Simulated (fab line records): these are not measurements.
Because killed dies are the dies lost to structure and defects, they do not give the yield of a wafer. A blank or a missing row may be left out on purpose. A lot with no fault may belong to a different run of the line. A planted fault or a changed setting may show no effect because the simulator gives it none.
Which tool was responsible? / flow ritCmos / Sampling: 6 lots, 18 wafers, 2 of 202 route steps

WHAT THE GAUGES SHOWED, per wafer
RIT_CONTACT_CD_MEAS_08: target cd 1000 nm.
lot=L195; measured=day 3 08:43; on=cdSem-01; cdNm (nm)=1001.0 1001.0 998.6
lot=L197; measured=day 3 20:19; on=cdSem-02; cdNm (nm)=1000.0 1000.0 1000.9
lot=L199; measured=day 4 06:37; on=cdSem-02; cdNm (nm)=998.0 999.1 1002.5
lot=L206; measured=day 5 18:19; on=cdSem-01; cdNm (nm)=992.5 991.2 992.0
lot=L214; measured=day 7 08:11; on=cdSem-02; cdNm (nm)=1000.2 1000.4 998.5
lot=L217; measured=day 7 22:36; on=cdSem-01; cdNm (nm)=1004.5 1001.9 1002.4

TOOL THAT RAN EACH LOT (tool first, then ch and the chambers of the sampled wafers, then the start)
lot=L195; RIT_CONTACT_DEVELOP_07=lithoTrack-01 ch 0, day 3 08:00
lot=L197; RIT_CONTACT_DEVELOP_07=lithoTrack-01 ch 0, day 3 20:00
lot=L199; RIT_CONTACT_DEVELOP_07=lithoTrack-04 ch 0, day 4 06:00
lot=L206; RIT_CONTACT_DEVELOP_07=lithoTrack-04 ch 0, day 5 18:00
lot=L214; RIT_CONTACT_DEVELOP_07=lithoTrack-03 ch 0, day 7 07:00
lot=L217; RIT_CONTACT_DEVELOP_07=lithoTrack-01 ch 0, day 7 22:00
- RIT_CONTACT_DEVELOP_07: develop time 120 s.

THE ANSWER, worked out from the rows above alone
Rule: the lots themselves supply what counts as usual. Put in order of their means at a reading, lots are off if they are a third of the lots or fewer, leave a main group of 4 or more, and stand apart from it by a gap of 3 or more times the standard deviation of the main group's means; of several such gaps the widest counts. A main group is skipped when, at the precision printed for the reading in the tables above, its means are all equal. Also off: a lot with no number at a reading for which 4 or more lots have one. All remaining lots with rows at the step are treated as sound.
Off at RIT_CONTACT_CD_MEAS_08 (cdNm): L206. The main group: mean 1000.6 nm, standard deviation 1.2.
If a tool, at a process step before that reading, ran all the lots that are off and no sound lot after the first of them, it fits. Gauges at RIT_CONTACT_CD_MEAS_08: tried the same way as those tools. One fits: RIT_CONTACT_DEVELOP_07 on lithoTrack-04. Its last sound lot is L199 (day 4 06:00), its first lot that is off L206 (day 5 18:00): a fault that began between those two fits.

WHAT THE SIMULATOR HAD INSERTED
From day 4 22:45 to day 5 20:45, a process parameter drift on lithoTrack-04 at RIT_CONTACT_DEVELOP_07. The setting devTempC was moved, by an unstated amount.
Lots struck among those shown: L206. This agrees with what the rule above found.
